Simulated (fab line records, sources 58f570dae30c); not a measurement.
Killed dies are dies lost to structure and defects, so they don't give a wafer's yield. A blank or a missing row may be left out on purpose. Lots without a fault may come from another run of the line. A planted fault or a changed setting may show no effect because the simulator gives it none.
Problem report in the 8D (eight disciplines) form, filled by code | flow berkeley_cmos170 | the parts of the form that need people (team, actions taken, sign-off) are left out

1. THE PROBLEM
SILICIDE_TI_RS at UCB170_SILICIDE_RS_MEAS_02 reads a mean of 32.0 ohm/sq on 3 wafers of 2 lots; wafers without a fault read 26.2 ohm/sq with a standard deviation of 0.39. That is +15 standard deviations from the usual mean.
The step: measures by four-point-probe.
First seen on wafer L239.1, day 11 03:34, on film_metro-02. The record holds 18 wafers of 6 lots with a number at this step. Rule for "out", or "out of limits": more than 4 standard deviations from the usual mean. The other wafers with a number count as sound.

2. WHAT IT IS AND WHAT IT IS NOT
question                    | is                     | is not
which readings at this step | SILICIDE_TI_RS         | -
which lots                  | L239, L240             | L228, L232, L246, L249
which wafers of those lots  | L239.1, L240.3, L240.6 | L239.2, L239.3, L240.5
read on which gauges        | film_metro-02          | film_metro-01, film_metro-04
when                        | from day 11 03:34      | up to then (8 sound wafers); but 7 sound wafers of L240, L246, L249 came after

3. SUSPECTS, AND WHAT RULES EACH OUT
Counting: a tool at a process step up to the reading stays a suspect if it ran every lot that is out. Sound lots after the first of them don't rule it out here, since some wafers of a struck lot are sound.
- the gauge at UCB170_SILICIDE_RS_MEAS_02: kept. All the wafers that are out were read on film_metro-02, and no step on other tools shows them out.
- pvd_sputter-03 at UCB170_SILICIDE_SPUTTER_01 (material Ti, target thk 30 nm, time 25 s): kept. It ran every lot that is out, first L239 (day 11 03:32); its last sound lot up to then is L232 (day 9 17:30).
Left after counting: pvd_sputter-03 at UCB170_SILICIDE_SPUTTER_01, film_metro-02 at UCB170_SILICIDE_RS_MEAS_02.

4. THE CAUSE (what the simulator had put in)
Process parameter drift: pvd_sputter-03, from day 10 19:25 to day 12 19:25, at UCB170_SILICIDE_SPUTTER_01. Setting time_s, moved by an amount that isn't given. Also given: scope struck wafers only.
Counting left 2 suspects, and this tool is among them.

5. THE CHAIN OF EFFECTS, in route order
Each row: a reading whose mean over the struck wafers that have a number lies more than 3 standard deviations from the usual. Only readings for which the record gives a usual standard deviation are gone through. hours: the time from each lot's start at the first step in this table that gives one to its start at this step, as a median over the lots. sigmas: the change in usual standard deviations.
hours | step                        | reading         | usual       | on struck wafers | change | sigmas
0     | UCB170_SILICIDE_RS_MEAS_02  | SILICIDE_TI_RS  | 26.2 ohm/sq | 32.0             | +5.8   | +15
0     | UCB170_SILICIDE_THK_MEAS_03 | SILICIDE_TI_THK | 30.3 nm     | 25.6             | -4.7   | -9.4

6. WHAT WOULD HAVE CAUGHT IT SOONER
In this record the first reading out of limits at a measuring or inspecting step was taken at day 11 03:34, 8 hours after the fault began at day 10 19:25.
Of the tool readings at UCB170_SILICIDE_SPUTTER_01 for which the record gives a usual standard deviation, none was out on any struck wafer, so an alarm limit of 4 standard deviations on them would not have fired.
Of the lots that are out (2), L240 began UCB170_SILICIDE_SPUTTER_01 on pvd_sputter-03 after day 11 03:34. A hold on the tool at that time would have spared it.
